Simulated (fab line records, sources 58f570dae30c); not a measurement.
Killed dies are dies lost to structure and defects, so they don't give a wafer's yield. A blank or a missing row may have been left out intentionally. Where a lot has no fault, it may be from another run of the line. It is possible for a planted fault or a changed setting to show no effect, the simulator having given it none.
Matching of chambers || flow berkeley-cmos170 || 4 sister chambers for UCB170_V1_CMP_02 on cmp-02
The step polishes SiO2. 8 wafers are shown with their chamber, then 8 later ones without.

EACH WAFER AND ITS CHAMBER
{"wafer": "L429.3", "chamber": 3, "motor-current-A (A)": 16.5}
{"wafer": "L429.5", "chamber": 3, "motor-current-A (A)": 16.4}
{"wafer": "L435.2", "chamber": 2, "motor-current-A (A)": 17.3}
{"wafer": "L435.3", "chamber": 1, "motor-current-A (A)": 16.2}
{"wafer": "L433.1", "chamber": 2, "motor-current-A (A)": 18.8}
{"wafer": "L433.2", "chamber": 0, "motor-current-A (A)": 17.0}
{"wafer": "L433.5", "chamber": 0, "motor-current-A (A)": 17.0}
{"wafer": "L436.2", "chamber": 1, "motor-current-A (A)": 15.1}

WAFERS WITH NO CHAMBER GIVEN
{"wafer": "L436.3", "motor-current-A (A)": 16.8}
{"wafer": "L436.5", "motor-current-A (A)": 16.5}
{"wafer": "L441.1", "motor-current-A (A)": 16.0}
{"wafer": "L441.5", "motor-current-A (A)": 16.3}
{"wafer": "L441.6", "motor-current-A (A)": 16.0}
{"wafer": "L443.1", "motor-current-A (A)": 16.0}
{"wafer": "L443.4", "motor-current-A (A)": 18.2}
{"wafer": "L443.6", "motor-current-A (A)": 16.5}

EACH ONE'S CHAMBER
{"wafer": "L436.3", "from the rows above": "can't be placed: 0 or 3 or 1 or 2", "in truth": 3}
{"wafer": "L436.5", "from the rows above": "can't be placed: 3 or 0 or 1", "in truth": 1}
{"wafer": "L441.1", "from the rows above": "can't be placed: 1 or 3 or 0", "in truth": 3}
{"wafer": "L441.5", "from the rows above": "can't be placed: 3 or 1 or 0", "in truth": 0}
{"wafer": "L441.6", "from the rows above": "can't be placed: 1 or 3 or 0", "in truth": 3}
{"wafer": "L443.1", "from the rows above": "can't be placed: 1 or 3 or 0", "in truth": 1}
{"wafer": "L443.4", "from the rows above": "can't be placed: 2 or 0", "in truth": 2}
{"wafer": "L443.6", "from the rows above": "can't be placed: 3 or 0 or 1", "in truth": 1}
Placed correctly: 0 of 8. Not placeable from these rows: 8 (in 8, the candidates include the true chamber). 0 placed wrongly.
How it was worked out, from the rows above alone: a wafer's distance from a chamber is the root of the sum, over the readings, of the square of ((its reading less the chamber's mean) divided by the reading's scatter). The wafer belongs to the nearest chamber; if the next one is less than 2 further off, it can't be placed. For every chamber, the mean is computed from those of its wafers that are shown. The scatter: take each reading less its chamber's mean, square it, sum over the shown wafers, divide by the number of wafers less the number of chambers, and take the root.
